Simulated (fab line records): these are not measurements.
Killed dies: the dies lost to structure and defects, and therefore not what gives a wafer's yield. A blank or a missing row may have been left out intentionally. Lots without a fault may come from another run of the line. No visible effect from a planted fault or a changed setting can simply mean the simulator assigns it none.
The tool behind it: which one? :: flow berkeley_cmos170 :: 72 wafers from 24 lots sampled at 5 of the route's 331 steps

WHAT EACH GAUGE READ, for each wafer
UCB170_NLDD_OVL_MEAS_07. Usual: for NLDD_OVL the level is 2 nm and the standard deviation is 5.5.
lot: L074
measured: day 6 12:07
on: overlay-01
NLDD_OVL (nm): -5 1 1
flag: 

lot: L076
measured: day 6 21:37
on: overlay-02
NLDD_OVL (nm): 1 2 1
flag: 

lot: L075
measured: day 6 21:57
on: overlay-01
NLDD_OVL (nm): 1 -1 8
flag: 

lot: L078
measured: day 7 09:46
on: overlay-02
NLDD_OVL (nm): -4 -2 -2
flag: 

lot: L077
measured: day 7 10:19
on: overlay-01
NLDD_OVL (nm): 3 -5 3
flag: 

lot: L080
measured: day 7 11:53
on: overlay-01
NLDD_OVL (nm): 4 6 6
flag: 

lot: L081
measured: day 7 12:06
on: overlay-02
NLDD_OVL (nm): 1 -2 1
flag: 

lot: L079
measured: day 7 12:22
on: overlay-02
NLDD_OVL (nm): 0 3 2
flag: 

lot: L082
measured: day 8 01:47
on: overlay-02
NLDD_OVL (nm): 9 10 9
flag: 

lot: L086
measured: day 8 15:23
on: overlay-02
NLDD_OVL (nm): 2 5 9
flag: 

lot: L084
measured: day 8 15:59
on: overlay-01
NLDD_OVL (nm): 0 -1 3
flag: 

lot: L085
measured: day 8 16:20
on: overlay-02
NLDD_OVL (nm): -4 -1 -8
flag: 

lot: L083
measured: day 8 16:43
on: overlay-01
NLDD_OVL (nm): 5 12 8
flag: 

lot: L087
measured: day 9 00:15
on: overlay-02
NLDD_OVL (nm): 8 -2 2
flag: 

lot: L089
measured: day 9 08:46
on: overlay-02
NLDD_OVL (nm): -1 -7 -10
flag: 

lot: L088
measured: day 9 10:34
on: overlay-02
NLDD_OVL (nm): -7 -6 -10
flag: 

lot: L091
measured: day 9 16:52
on: overlay-02
NLDD_OVL (nm): 3 -2 -2
flag: 

lot: L092
measured: day 10 01:23
on: overlay-02
NLDD_OVL (nm): -8 5 4
flag: 

lot: L094
measured: day 10 01:30
on: overlay-01
NLDD_OVL (nm): -3 -1 3
flag: 

lot: L093
measured: day 10 02:34
on: overlay-02
NLDD_OVL (nm): 1 16 3
flag: 

lot: L090
measured: day 10 02:13
on: overlay-02
NLDD_OVL (nm): 2 0 8
flag: 

lot: L095
measured: day 10 08:33
on: overlay-02
NLDD_OVL (nm): 7 9 7
flag: 

lot: L096
measured: day 10 10:50
on: overlay-02
NLDD_OVL (nm): 11 11 16
flag: 

lot: L097
measured: day 11 01:50
on: overlay-01
NLDD_OVL (nm): 5 7 4
flag: 

UCB170_M3_RS_MEAS_02: measurement is done with a four-point probe. Usual: for M3_AL_RS the level is 0.0321 ohm/sq and the standard deviation is 0.00032.
lot: L074
measured: day 7 19:29
on: film_metro-03
M3_AL_RS (ohm/sq): 0.0323 0.0322 0.0325
flag: 

lot: L076
measured: day 8 07:17
on: film_metro-01
M3_AL_RS (ohm/sq): 0.0317 0.0319 0.0316
flag: 

lot: L075
measured: day 8 07:31
on: film_metro-03
M3_AL_RS (ohm/sq): 0.0319 0.0321 0.0320
flag: 

lot: L078
measured: day 9 01:44
on: film_metro-04
M3_AL_RS (ohm/sq): 0.0326 0.0322 0.0328
flag: 

lot: L077
measured: day 8 21:33
on: film_metro-01
M3_AL_RS (ohm/sq): 0.0322 0.0321 0.0320
flag: 

lot: L080
measured: day 9 02:14
on: film_metro-03
M3_AL_RS (ohm/sq): 0.0322 0.0319 0.0321
flag: 

lot: L081
measured: day 9 02:21
on: film_metro-04
M3_AL_RS (ohm/sq): 0.0321 0.0319 0.0320
flag: 

lot: L079
measured: day 8 20:56
on: film_metro-03
M3_AL_RS (ohm/sq): 0.0328 0.0322 0.0326
flag: 

lot: L082
measured: day 9 13:23
on: film_metro-04
M3_AL_RS (ohm/sq): 0.0317 0.0322 0.0324
flag: 

lot: L086
measured: day 10 04:21
on: film_metro-01
M3_AL_RS (ohm/sq): 0.0324 0.0321 0.0325
flag: 

lot: L084
measured: day 10 05:21
on: film_metro-03
M3_AL_RS (ohm/sq): 0.0324 0.0326 0.0327
flag: 

lot: L085
measured: day 10 04:43
on: film_metro-04
M3_AL_RS (ohm/sq): 0.0324 0.0321 0.0324
flag: 

lot: L083
measured: day 10 05:55
on: film_metro-01
M3_AL_RS (ohm/sq): 0.0322 0.0319 0.0319
flag: 

lot: L087
measured: day 10 10:12
on: film_metro-03
M3_AL_RS (ohm/sq): 0.0324 0.0324 0.0322
flag: 

lot: L089
measured: day 10 17:34
on: film_metro-01
M3_AL_RS (ohm/sq): 0.0321 0.0321 0.0322
flag: 

lot: L088
measured: day 10 17:01
on: film_metro-04
M3_AL_RS (ohm/sq): 0.0325 0.0321 0.0321
flag: 

lot: L091
measured: day 11 10:54
on: film_metro-03
M3_AL_RS (ohm/sq): 0.0319 0.0318 0.0317
flag: 

lot: L092
measured: day 11 12:15
on: film_metro-04
M3_AL_RS (ohm/sq): 0.0325 0.0323 0.0324
flag: 

lot: L094
measured: day 11 10:59
on: film_metro-04
M3_AL_RS (ohm/sq): 0.0318 0.0326 0.0321
flag: 

lot: L093
measured: day 11 11:55
on: film_metro-01
M3_AL_RS (ohm/sq): 0.0317 0.0320 0.0316
flag: 

lot: L090
measured: day 11 12:47
on: film_metro-03
M3_AL_RS (ohm/sq): 0.0323 0.0323 0.0319
flag: 

lot: L095
measured: day 11 19:59
on: film_metro-01
M3_AL_RS (ohm/sq): 0.0316 0.0315 0.0319
flag: 

lot: L096
measured: day 11 20:32
on: film_metro-04
M3_AL_RS (ohm/sq): 0.0328 0.0323 0.0325
flag: 

lot: L097
measured: day 12 10:04
on: film_metro-03
M3_AL_RS (ohm/sq): 0.0321 0.0319 0.0320
flag: 

EACH LOT AND THE TOOL THAT RAN IT (in order: tool; ch and the chambers of the sampled wafers; start)
lot: L074
UCB170_PLDD_STRIP_10: plasma_asher-04 ch 1, day 6 09:27
UCB170_CONTACT_RTA_08: rtp_anneal-02 ch 0, day 7 02:25
UCB170_V1_CVD_00: pecvd-02 ch 0,2, day 7 09:28

lot: L076
UCB170_PLDD_STRIP_10: plasma_asher-04 ch 0,1, day 6 19:24
UCB170_CONTACT_RTA_08: rtp_anneal-02 ch 0, day 7 12:28
UCB170_V1_CVD_00: pecvd-04 ch 0,1,2, day 7 19:29

lot: L075
UCB170_PLDD_STRIP_10: plasma_asher-01 ch 0,1, day 6 19:50
UCB170_CONTACT_RTA_08: rtp_anneal-01 ch 0, day 7 13:32
UCB170_V1_CVD_00: pecvd-04 ch 1,2, day 7 19:38

lot: L078
UCB170_PLDD_STRIP_10: plasma_asher-01 ch 1, day 7 08:20
UCB170_CONTACT_RTA_08: rtp_anneal-01 ch 0, day 8 06:43
UCB170_V1_CVD_00: pecvd-02 ch 0,1, day 8 12:50

lot: L077
UCB170_PLDD_STRIP_10: plasma_asher-01 ch 0,1, day 7 08:53
UCB170_CONTACT_RTA_08: rtp_anneal-02 ch 0, day 8 06:32
UCB170_V1_CVD_00: pecvd-04 ch 1,2, day 8 12:50

lot: L080
UCB170_PLDD_STRIP_10: plasma_asher-01 ch 0,1, day 7 10:15
UCB170_CONTACT_RTA_08: rtp_anneal-01 ch 0, day 8 06:54
UCB170_V1_CVD_00: pecvd-02 ch 0,1, day 8 15:29

lot: L081
UCB170_PLDD_STRIP_10: plasma_asher-03 ch 0,1, day 7 10:29
UCB170_CONTACT_RTA_08: rtp_anneal-02 ch 0, day 8 06:54
UCB170_V1_CVD_00: pecvd-03 ch 0,1, day 8 15:29

lot: L079
UCB170_PLDD_STRIP_10: plasma_asher-04 ch 0,1, day 7 10:46
UCB170_CONTACT_RTA_08: rtp_anneal-01 ch 0, day 8 06:21
UCB170_V1_CVD_00: pecvd-03 ch 0,1, day 8 12:50

lot: L082
UCB170_PLDD_STRIP_10: plasma_asher-03 ch 1, day 7 22:19
UCB170_CONTACT_RTA_08: rtp_anneal-02 ch 0, day 8 19:20
UCB170_V1_CVD_00: pecvd-02 ch 0,1,2, day 9 02:52

lot: L086
UCB170_PLDD_STRIP_10: plasma_asher-04 ch 0,1, day 8 13:49
UCB170_CONTACT_RTA_08: rtp_anneal-01 ch 0, day 9 07:30
UCB170_V1_CVD_00: pecvd-02 ch 1,2, day 9 17:48

lot: L084
UCB170_PLDD_STRIP_10: plasma_asher-01 ch 0,1, day 8 14:35
UCB170_CONTACT_RTA_08: rtp_anneal-01 ch 0, day 9 09:26
UCB170_V1_CVD_00: pecvd-03 ch 0,1, day 9 17:48

lot: L085
UCB170_PLDD_STRIP_10: plasma_asher-04 ch 0,1, day 8 14:55
UCB170_CONTACT_RTA_08: rtp_anneal-02 ch 0, day 9 09:25
UCB170_V1_CVD_00: pecvd-04 ch 0,1,2, day 9 17:48

lot: L083
UCB170_PLDD_STRIP_10: plasma_asher-03 ch 0,1, day 8 15:03
UCB170_CONTACT_RTA_08: rtp_anneal-02 ch 0, day 9 09:29
UCB170_V1_CVD_00: pecvd-02 ch 0,1, day 9 17:57

lot: L087
UCB170_PLDD_STRIP_10: plasma_asher-03 ch 1, day 8 22:11
UCB170_CONTACT_RTA_08: rtp_anneal-01 ch 0, day 9 16:11
UCB170_V1_CVD_00: pecvd-03 ch 0,2, day 9 22:49

lot: L089
UCB170_PLDD_STRIP_10: plasma_asher-01 ch 0,1, day 9 07:15
UCB170_CONTACT_RTA_08: rtp_anneal-01 ch 0, day 9 23:32
UCB170_V1_CVD_00: pecvd-03 ch 0,1, day 10 08:04

lot: L088
UCB170_PLDD_STRIP_10: plasma_asher-01 ch 0,1, day 9 08:27
UCB170_CONTACT_RTA_08: rtp_anneal-02 ch 0, day 9 22:56
UCB170_V1_CVD_00: pecvd-04 ch 0,1,2, day 10 08:04

lot: L091
UCB170_PLDD_STRIP_10: plasma_asher-04 ch 0,1, day 9 15:35
UCB170_CONTACT_RTA_08: rtp_anneal-02 ch 0, day 10 08:43
UCB170_V1_CVD_00: pecvd-03 ch 0,1,2, day 10 18:04

lot: L092
UCB170_PLDD_STRIP_10: plasma_asher-03 ch 0,1, day 9 22:38
UCB170_CONTACT_RTA_08: rtp_anneal-01 ch 0, day 10 17:16
UCB170_V1_CVD_00: pecvd-04 ch 0,1, day 10 23:52

lot: L094
UCB170_PLDD_STRIP_10: plasma_asher-01 ch 0,1, day 9 22:58
UCB170_CONTACT_RTA_08: rtp_anneal-02 ch 0, day 10 15:28
UCB170_V1_CVD_00: pecvd-02 ch 0,2, day 10 23:52

lot: L093
UCB170_PLDD_STRIP_10: plasma_asher-03 ch 0,1, day 9 23:05
UCB170_CONTACT_RTA_08: rtp_anneal-02 ch 0, day 10 17:25
UCB170_V1_CVD_00: pecvd-03 ch 0,2, day 10 23:52

lot: L090
UCB170_PLDD_STRIP_10: plasma_asher-01 ch 0,1, day 9 23:16
UCB170_CONTACT_RTA_08: rtp_anneal-01 ch 0, day 10 17:29
UCB170_V1_CVD_00: pecvd-02 ch 0,1, day 11 00:01

lot: L095
UCB170_PLDD_STRIP_10: plasma_asher-03 ch 0,1, day 10 06:35
UCB170_CONTACT_RTA_08: rtp_anneal-02 ch 0, day 11 02:56
UCB170_V1_CVD_00: pecvd-04 ch 0,1,2, day 11 11:55

lot: L096
UCB170_PLDD_STRIP_10: plasma_asher-03 ch 0,1, day 10 08:17
UCB170_CONTACT_RTA_08: rtp_anneal-01 ch 0, day 11 02:56
UCB170_V1_CVD_00: pecvd-02 ch 0,1,2, day 11 11:55

lot: L097
UCB170_PLDD_STRIP_10: plasma_asher-04 ch 0,1, day 11 00:32
UCB170_CONTACT_RTA_08: rtp_anneal-01 ch 0, day 11 17:57
UCB170_V1_CVD_00: pecvd-03 ch 1,2, day 11 23:41
- UCB170_PLDD_STRIP_10: strips in O2.
- UCB170_CONTACT_RTA_08: time 10 s.
- UCB170_V1_CVD_00: deposits SiO2 from TEOS/O2, target thk 2000 nm, time 250 s.

WHAT THE TOOLS THEMSELVES READ (means of the sampled wafers that have a number; where no wafer has one, the mark that the record gives instead)
UCB170_PLDD_STRIP_10. Usual: drypump_motor_current_A 5.7 A, standard deviation 0.71; o2_flow_sccm 399.7 sccm, standard deviation 1.2; oes_product_au 0.734 a.u., standard deviation 0.0045; strip_time_to_endpoint_s 21.62 s, standard deviation 0.067.
lot: L074
tool: plasma_asher-04
drypump_motor_current_A (A): 5.8
o2_flow_sccm (sccm): 399.8
oes_product_au (a.u.): 0.733
strip_time_to_endpoint_s (s): 21.54
flag: 

lot: L076
tool: plasma_asher-04
drypump_motor_current_A (A): 6.3
o2_flow_sccm (sccm): 398.4
oes_product_au (a.u.): 0.734
strip_time_to_endpoint_s (s): 21.67
flag: 

lot: L075
tool: plasma_asher-01
drypump_motor_current_A (A): 4.8
o2_flow_sccm (sccm): 400.5
oes_product_au (a.u.): 0.735
strip_time_to_endpoint_s (s): 21.60
flag: 

lot: L078
tool: plasma_asher-01
drypump_motor_current_A (A): 4.9
o2_flow_sccm (sccm): 400.1
oes_product_au (a.u.): 0.731
strip_time_to_endpoint_s (s): 21.57
flag: 

lot: L077
tool: plasma_asher-01
drypump_motor_current_A (A): 4.9
o2_flow_sccm (sccm): 400.6
oes_product_au (a.u.): 0.735
strip_time_to_endpoint_s (s): 21.51
flag: 

lot: L080
tool: plasma_asher-01
drypump_motor_current_A (A): 4.8
o2_flow_sccm (sccm): 400.9
oes_product_au (a.u.): 0.734
strip_time_to_endpoint_s (s): 21.49
flag: 

lot: L081
tool: plasma_asher-03
drypump_motor_current_A (A): 6.2
o2_flow_sccm (sccm): 400.3
oes_product_au (a.u.): 0.733
strip_time_to_endpoint_s (s): 21.63
flag: 

lot: L079
tool: plasma_asher-04
drypump_motor_current_A (A): 6.0
o2_flow_sccm (sccm): 399.7
oes_product_au (a.u.): 0.735
strip_time_to_endpoint_s (s): 21.59
flag: 

lot: L082
tool: plasma_asher-03
drypump_motor_current_A (A): 6.6
o2_flow_sccm (sccm): 401.2
oes_product_au (a.u.): 0.735
strip_time_to_endpoint_s (s): 21.61
flag: 

lot: L086
tool: plasma_asher-04
drypump_motor_current_A (A): 6.3
o2_flow_sccm (sccm): 399.8
oes_product_au (a.u.): 0.733
strip_time_to_endpoint_s (s): 21.55
flag: 

lot: L084
tool: plasma_asher-01
drypump_motor_current_A (A): 4.9
o2_flow_sccm (sccm): 399.0
oes_product_au (a.u.): 0.732
strip_time_to_endpoint_s (s): 21.57
flag: 

lot: L085
tool: plasma_asher-04
drypump_motor_current_A (A): 6.0
o2_flow_sccm (sccm): 399.9
oes_product_au (a.u.): 0.734
strip_time_to_endpoint_s (s): 21.59
flag: 

lot: L083
tool: plasma_asher-03
drypump_motor_current_A (A): 6.4
o2_flow_sccm (sccm): 399.5
oes_product_au (a.u.): 0.736
strip_time_to_endpoint_s (s): 21.63
flag: 

lot: L087
tool: plasma_asher-03
drypump_motor_current_A (A): 6.6
o2_flow_sccm (sccm): 399.1
oes_product_au (a.u.): 0.737
strip_time_to_endpoint_s (s): 21.63
flag: 

lot: L089
tool: plasma_asher-01
drypump_motor_current_A (A): 4.9
o2_flow_sccm (sccm): 399.6
oes_product_au (a.u.): 0.730
strip_time_to_endpoint_s (s): 21.71
flag: 

lot: L088
tool: plasma_asher-01
drypump_motor_current_A (A): 4.8
o2_flow_sccm (sccm): 400.5
oes_product_au (a.u.): 0.735
strip_time_to_endpoint_s (s): 21.53
flag: 

lot: L091
tool: plasma_asher-04
drypump_motor_current_A (A): 6.0
o2_flow_sccm (sccm): 400.3
oes_product_au (a.u.): 0.733
strip_time_to_endpoint_s (s): 21.64
flag: 

lot: L092
tool: plasma_asher-03
drypump_motor_current_A (A): 6.4
o2_flow_sccm (sccm): 400.2
oes_product_au (a.u.): 0.730
strip_time_to_endpoint_s (s): 21.64
flag: 

lot: L094
tool: plasma_asher-01
drypump_motor_current_A (A): 4.9
o2_flow_sccm (sccm): 399.0
oes_product_au (a.u.): 0.732
strip_time_to_endpoint_s (s): 21.63
flag: 

lot: L093
tool: plasma_asher-03
drypump_motor_current_A (A): 6.2
o2_flow_sccm (sccm): 398.5
oes_product_au (a.u.): 0.737
strip_time_to_endpoint_s (s): 21.65
flag: 

lot: L090
tool: plasma_asher-01
drypump_motor_current_A (A): 4.8
o2_flow_sccm (sccm): 398.7
oes_product_au (a.u.): 0.734
strip_time_to_endpoint_s (s): 21.70
flag: 

lot: L095
tool: plasma_asher-03
drypump_motor_current_A (A): 6.4
o2_flow_sccm (sccm): 399.1
oes_product_au (a.u.): 0.731
strip_time_to_endpoint_s (s): 21.68
flag: 

lot: L096
tool: plasma_asher-03
drypump_motor_current_A (A): 6.2
o2_flow_sccm (sccm): 399.3
oes_product_au (a.u.): 0.732
strip_time_to_endpoint_s (s): 21.74
flag: 

lot: L097
tool: plasma_asher-04
drypump_motor_current_A (A): 6.3
o2_flow_sccm (sccm): 400.1
oes_product_au (a.u.): 0.732
strip_time_to_endpoint_s (s): 21.62
flag: 

UCB170_CONTACT_RTA_08. Usual: lamp_power_pct 25.0 %, standard deviation 1.4; wafer_temp_C_max 905.6, standard deviation 1.9.
lot: L074
tool: rtp_anneal-02
lamp_power_pct (%): 26.4
wafer_temp_C_max: 906.8
flag: 

lot: L076
tool: rtp_anneal-02
lamp_power_pct (%): 26.4
wafer_temp_C_max: 907.3
flag: 

lot: L075
tool: rtp_anneal-01
lamp_power_pct (%): 23.6
wafer_temp_C_max: 904.7
flag: 

lot: L078
tool: rtp_anneal-01
lamp_power_pct (%): 23.6
wafer_temp_C_max: 903.7
flag: 

lot: L077
tool: rtp_anneal-02
lamp_power_pct (%): 26.4
wafer_temp_C_max: 908.0
flag: 

lot: L080
tool: rtp_anneal-01
lamp_power_pct (%): 23.6
wafer_temp_C_max: 903.6
flag: 

lot: L081
tool: rtp_anneal-02
lamp_power_pct (%): 26.4
wafer_temp_C_max: 907.1
flag: 

lot: L079
tool: rtp_anneal-01
lamp_power_pct (%): 23.6
wafer_temp_C_max: 904.1
flag: 

lot: L082
tool: rtp_anneal-02
lamp_power_pct (%): 26.4
wafer_temp_C_max: 908.3
flag: 

lot: L086
tool: rtp_anneal-01
lamp_power_pct (%): 23.6
wafer_temp_C_max: 903.8
flag: 

lot: L084
tool: rtp_anneal-01
lamp_power_pct (%): 23.6
wafer_temp_C_max: 904.6
flag: 

lot: L085
tool: rtp_anneal-02
lamp_power_pct (%): 26.4
wafer_temp_C_max: 907.5
flag: 

lot: L083
tool: rtp_anneal-02
lamp_power_pct (%): 26.4
wafer_temp_C_max: 906.8
flag: 

lot: L087
tool: rtp_anneal-01
lamp_power_pct (%): 23.6
wafer_temp_C_max: 903.1
flag: 

lot: L089
tool: rtp_anneal-01
lamp_power_pct (%): 23.6
wafer_temp_C_max: 904.4
flag: 

lot: L088
tool: rtp_anneal-02
lamp_power_pct (%): 26.4
wafer_temp_C_max: 905.7
flag: 

lot: L091
tool: rtp_anneal-02
lamp_power_pct (%): 26.4
wafer_temp_C_max: 907.5
flag: 

lot: L092
tool: rtp_anneal-01
lamp_power_pct (%): 23.7
wafer_temp_C_max: 903.8
flag: 

lot: L094
tool: rtp_anneal-02
lamp_power_pct (%): 26.4
wafer_temp_C_max: 906.9
flag: 

lot: L093
tool: rtp_anneal-02
lamp_power_pct (%): 26.4
wafer_temp_C_max: 907.1
flag: 

lot: L090
tool: rtp_anneal-01
lamp_power_pct (%): 23.6
wafer_temp_C_max: 904.3
flag: 

lot: L095
tool: rtp_anneal-02
lamp_power_pct (%): 26.4
wafer_temp_C_max: 907.4
flag: 

lot: L096
tool: rtp_anneal-01
lamp_power_pct (%): 23.6
wafer_temp_C_max: 904.2
flag: 

lot: L097
tool: rtp_anneal-01
lamp_power_pct (%): 23.6
wafer_temp_C_max: 904.4
flag: 

UCB170_V1_CVD_00. Usual: heater_power_w 268 W, standard deviation 60.
lot: L074
tool: pecvd-02
heater_power_w (W): 238
flag: 

lot: L076
tool: pecvd-04
heater_power_w (W): 305
flag: 

lot: L075
tool: pecvd-04
heater_power_w (W): 377
flag: 

lot: L078
tool: pecvd-02
heater_power_w (W): 223
flag: 

lot: L077
tool: pecvd-04
heater_power_w (W): 313
flag: 

lot: L080
tool: pecvd-02
heater_power_w (W): 221
flag: 

lot: L081
tool: pecvd-03
heater_power_w (W): 260
flag: 

lot: L079
tool: pecvd-03
heater_power_w (W): 266
flag: 

lot: L082
tool: pecvd-02
heater_power_w (W): 260
flag: 

lot: L086
tool: pecvd-02
heater_power_w (W): 273
flag: 

lot: L084
tool: pecvd-03
heater_power_w (W): 290
flag: 

lot: L085
tool: pecvd-04
heater_power_w (W): 332
flag: 

lot: L083
tool: pecvd-02
heater_power_w (W): 229
flag: 

lot: L087
tool: pecvd-03
heater_power_w (W): 266
flag: 

lot: L089
tool: pecvd-03
heater_power_w (W): 256
flag: 

lot: L088
tool: pecvd-04
heater_power_w (W): 338
flag: 

lot: L091
tool: pecvd-03
heater_power_w (W): 239
flag: 

lot: L092
tool: pecvd-04
heater_power_w (W): 309
flag: 

lot: L094
tool: pecvd-02
heater_power_w (W): 216
flag: 

lot: L093
tool: pecvd-03
heater_power_w (W): 247
flag: 

lot: L090
tool: pecvd-02
heater_power_w (W): 267
flag: 

lot: L095
tool: pecvd-04
heater_power_w (W): 332
flag: 

lot: L096
tool: pecvd-02
heater_power_w (W): 266
flag: 

lot: L097
tool: pecvd-03
heater_power_w (W): 244
flag: 

THE ANSWER, worked out from the rows above alone
Rule: lot off if the mean of its wafers having a number is beyond 3 standard deviations from the usual mean. A lot without any number at a reading at which 4 lots or more have one is off too. Where the step has rows for the other lots, those lots are counted as sound. After the gauges, taken in route order, come the tools' own readings; for these a lot's mean is taken, as printed above. At the first step where some lot is off, the reading lying furthest off is the one used; lots without a number count as furthest.
No lot is off on any of the readings shown, so nothing can be concluded from this.

WHAT THE SIMULATOR HAD PUT IN
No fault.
